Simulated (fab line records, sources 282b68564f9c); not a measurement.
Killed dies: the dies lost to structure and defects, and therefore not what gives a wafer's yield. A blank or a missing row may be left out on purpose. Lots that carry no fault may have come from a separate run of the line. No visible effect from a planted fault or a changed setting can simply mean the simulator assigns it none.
A lot that was struck, set against a sound lot | flow ritCmos | 15 steps out of a route of 202
Sound: wafers L543.1, L543.2, L543.3. Wafers L560.1, L560.2, L560.5 were the ones struck. The cause is given at the end.
At each step with rows: each side's tool, then ch and its chambers, then its first start. Under that, the readings that differ: sound wafers | struck wafers | difference of the means | sigmas: that difference in standard deviations of wafers without a fault.
alike: readings whose means differ by less than 2 such deviations, and words and numbers that are the same on both sides. not compared: withheld readings, readings that some wafer has no value for, bounds like >300 that may hide the same value, and numbers for which the record gives no deviation and whose values overlap.
Wherever a step has rows on one side only, a row that says differs or no value, or a row with sigmas, the two part there. Numbers that don't overlap but have no deviation are shown without sigmas and don't part them. A reading missing from all wafers of one side parts the sides only when that side holds two or more wafers.

RIT_FOX2_THK_MEAS_01:
  struck on filmMetro-03, day 5 10:19; sound on filmMetro-04, day 1 22:28
  alike: FOX2_OXIDE_THK
then, 2 steps without rows for these wafers: RIT_FOX2_CLEAN_02 (cleans in dHF, time 180 s); RIT_FOX2_WET_ETCH_03 (etches Si3N4 in H3PO4, target depth 195 nm, time 2700 s).
RIT_FOX2_THK_MEAS_90:
  struck on filmMetro-02, day 5 11:20; sound on filmMetro-03, day 1 23:20
  alike: FIELD_OXIDE_LEFT_1_THK
then, 6 steps without rows for these wafers: RIT_NWELL_HMDS_00 (prime time 60 s); RIT_NWELL_COAT_01 (resist thk 1300 nm); RIT_NWELL_SOFTBAKE_02 (time 60 s); RIT_NWELL_EXPOSE_03 (exposes mask M2, target cd 43900 nm); RIT_NWELL_PEB_04; RIT_NWELL_DEVELOP_05 (develop time 68 s).
RIT_NWELL_OVL_MEAS_06:
  struck on overlay-02, day 5 12:24; sound on overlay-01, day 2 00:17
  alike: NWELL_OVL
then, 1 step without rows for these wafers: RIT_NWELL_HARDBAKE_07 (time 120 s).
RIT_NWELL_IMPLANT_08:
  sound on implanter-04 ch 0, day 2 00:34; struck on implanter-01 ch 0, day 5 12:41
reading           | sound             | struck            | difference | sigmas
tiltDeg (degrees) | 7.016 7.029 7.043 | 5.000 4.960 4.995 | -2.044     | -97
  alike: faradayCurrentUA
RIT_NWELL_STRIP_09: strips in O2, time 180 s.
  sound on plasmaAsher-04 ch 0,1, day 2 00:43; struck on plasmaAsher-01 ch 0,1, day 5 12:50
  alike: drypumpMotorCurrentA, o2FlowSccm
  not compared: rfHoursCounterH
RIT_M1_PROBE_99:
  the record holds rows for the sound wafers here (prober-02, day 3 13:27) but none for the struck ones

WHERE THEY PART
Earliest at RIT_NWELL_IMPLANT_08; latest, in this record, at RIT_M1_PROBE_99.

WHY: the cause the simulator had injected
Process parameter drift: implanter-01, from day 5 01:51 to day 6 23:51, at RIT_NWELL_IMPLANT_08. A move of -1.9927 in setting tiltDeg, from 7. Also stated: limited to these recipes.
